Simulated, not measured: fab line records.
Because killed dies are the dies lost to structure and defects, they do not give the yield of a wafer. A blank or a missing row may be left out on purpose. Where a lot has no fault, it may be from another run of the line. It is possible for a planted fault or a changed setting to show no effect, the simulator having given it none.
Split-lot trial :: flow rit cmos :: 5 lots, 23 wafers read, on a route of 202 steps

== THE SPLIT ==
At RIT_NWELL_IMPLANT_08, the setting energy kev was moved away from the recipe's 170 on 5 of the 23 wafers read, by -5.8% to +2.2%. The other wafers ran this setting at the recipe's value.

Reading taken at the split's own step.

== THE READING ==
implant.drp nm (the simulator's own value, which no gauge read), in nm, at RIT_NWELL_IMPLANT_08. No usual value for it is given in the file.

wafer: L078.2
tool, chamber at the split: implanter-04, 0
energy kev as run: 170
against the recipe: recipe
implant.drp nm, nm: 68.82
against lot-mates on the recipe: -

wafer: L078.3
tool, chamber at the split: implanter-04, 0
energy kev as run: 170
against the recipe: recipe
implant.drp nm, nm: 68.82
against lot-mates on the recipe: -

wafer: L078.4
tool, chamber at the split: implanter-04, 0
energy kev as run: 170
against the recipe: recipe
implant.drp nm, nm: 68.82
against lot-mates on the recipe: -

wafer: L078.5
tool, chamber at the split: implanter-04, 0
energy kev as run: 170
against the recipe: recipe
implant.drp nm, nm: 68.82
against lot-mates on the recipe: -

wafer: L078.6
tool, chamber at the split: implanter-04, 0
energy kev as run: 170
against the recipe: recipe
implant.drp nm, nm: 68.82
against lot-mates on the recipe: -

wafer: L079.2
tool, chamber at the split: implanter-01, 0
energy kev as run: 170
against the recipe: recipe
implant.drp nm, nm: 68.82
against lot-mates on the recipe: -

wafer: L079.3
tool, chamber at the split: implanter-01, 0
energy kev as run: 170
against the recipe: recipe
implant.drp nm, nm: 68.82
against lot-mates on the recipe: -

wafer: L079.6
tool, chamber at the split: implanter-01, 0
energy kev as run: 170
against the recipe: recipe
implant.drp nm, nm: 68.82
against lot-mates on the recipe: -

wafer: L080.1
tool, chamber at the split: implanter-03, 0
energy kev as run: 170
against the recipe: recipe
implant.drp nm, nm: 68.82
against lot-mates on the recipe: -

wafer: L080.2
tool, chamber at the split: implanter-03, 0
energy kev as run: 170
against the recipe: recipe
implant.drp nm, nm: 68.82
against lot-mates on the recipe: -

wafer: L080.4
tool, chamber at the split: implanter-03, 0
energy kev as run: 170
against the recipe: recipe
implant.drp nm, nm: 68.82
against lot-mates on the recipe: -

wafer: L080.5
tool, chamber at the split: implanter-03, 0
energy kev as run: 170
against the recipe: recipe
implant.drp nm, nm: 68.82
against lot-mates on the recipe: -

wafer: L080.6
tool, chamber at the split: implanter-03, 0
energy kev as run: 170
against the recipe: recipe
implant.drp nm, nm: 68.82
against lot-mates on the recipe: -

wafer: L083.1
tool, chamber at the split: implanter-01, 0
energy kev as run: 170
against the recipe: recipe
implant.drp nm, nm: 68.82
against lot-mates on the recipe: -

wafer: L083.2
tool, chamber at the split: implanter-01, 0
energy kev as run: 170
against the recipe: recipe
implant.drp nm, nm: 68.82
against lot-mates on the recipe: -

wafer: L083.3
tool, chamber at the split: implanter-01, 0
energy kev as run: 170
against the recipe: recipe
implant.drp nm, nm: 68.82
against lot-mates on the recipe: -

wafer: L083.4
tool, chamber at the split: implanter-01, 0
energy kev as run: 160.1
against the recipe: -5.8%
implant.drp nm, nm: 65.85
against lot-mates on the recipe: -2.97

wafer: L083.6
tool, chamber at the split: implanter-01, 0
energy kev as run: 160.1
against the recipe: -5.8%
implant.drp nm, nm: 65.85
against lot-mates on the recipe: -2.97

wafer: L084.2
tool, chamber at the split: implanter-01, 0
energy kev as run: 170
against the recipe: recipe
implant.drp nm, nm: 68.82
against lot-mates on the recipe: -

wafer: L084.3
tool, chamber at the split: implanter-01, 0
energy kev as run: 170
against the recipe: recipe
implant.drp nm, nm: 68.82
against lot-mates on the recipe: -

wafer: L084.4
tool, chamber at the split: implanter-01, 0
energy kev as run: 173.7
against the recipe: +2.2%
implant.drp nm, nm: 69.94
against lot-mates on the recipe: +1.12

wafer: L084.5
tool, chamber at the split: implanter-01, 0
energy kev as run: 173.7
against the recipe: +2.2%
implant.drp nm, nm: 69.94
against lot-mates on the recipe: +1.12

wafer: L084.6
tool, chamber at the split: implanter-01, 0
energy kev as run: 173.7
against the recipe: +2.2%
implant.drp nm, nm: 69.94
against lot-mates on the recipe: +1.12

THE FIT
A straight line over all 23 wafers: implant.drp nm changes by +0.511 nm for each +1% of energy kev; r = +1.00; the points scatter about the line by 0.0031 nm.
The same after taking each lot's own level away (the mean of its wafers on the recipe; 23 wafers): +0.511 nm for each +1%; r = +1.00; scatter 0.0031 nm.
That fit puts the effect of the largest move of energy kev on the reading at 3 nm.
The lots' own levels span 68.820 to 68.820 nm.
So the lot-to-lot level changes the slope little: the two slopes agree.
Check: for one of the wafers moved furthest among these (-5.8%), held out of the fit, the line's prediction against its lot-mates is -2.98 nm. It came out at -2.97 nm against them.

== OTHER SPLITS APPLIED TO THESE WAFERS ==
Before the reading, these wafers also passed through other splits. Each is held against what the fit with the lots' levels taken away leaves over:
other split on the same wafers: RIT_ACTIVE_OXIDATION_01 temp c
wafers away from the commonest value: 18
r with implant.drp nm (lot level and that fit taken away): +0.29

other split on the same wafers: RIT_ACTIVE_CVD_03 temp c
wafers away from the commonest value: 10
r with implant.drp nm (lot level and that fit taken away): +0.55

other split on the same wafers: RIT_ACTIVE_EXPOSE_08 dose mj
wafers away from the commonest value: 7
r with implant.drp nm (lot level and that fit taken away): -0.12

other split on the same wafers: RIT_NWELL_COAT_01 spin rpm
wafers away from the commonest value: 6
r with implant.drp nm (lot level and that fit taken away): -0.30

== THE WHOLE CHAIN: every reading that the file lists as answering this split, in the file's order ==
step: RIT_NWELL_IMPLANT_08
what it does: 
reading: implant.rp nm (the simulator's own value, which no gauge read)
change (the file's fit): +2.2 nm for each +1% of the setting
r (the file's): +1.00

step: RIT_NWELL_IMPLANT_08
what it does: 
reading: implant.drp nm (the simulator's own value, which no gauge read)
change (the file's fit): +0.511 nm for each +1% of the setting
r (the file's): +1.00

== FILE'S OWN FIT ==
implant.drp nm changes by +0.511 nm for each +1% of energy kev, r = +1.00.
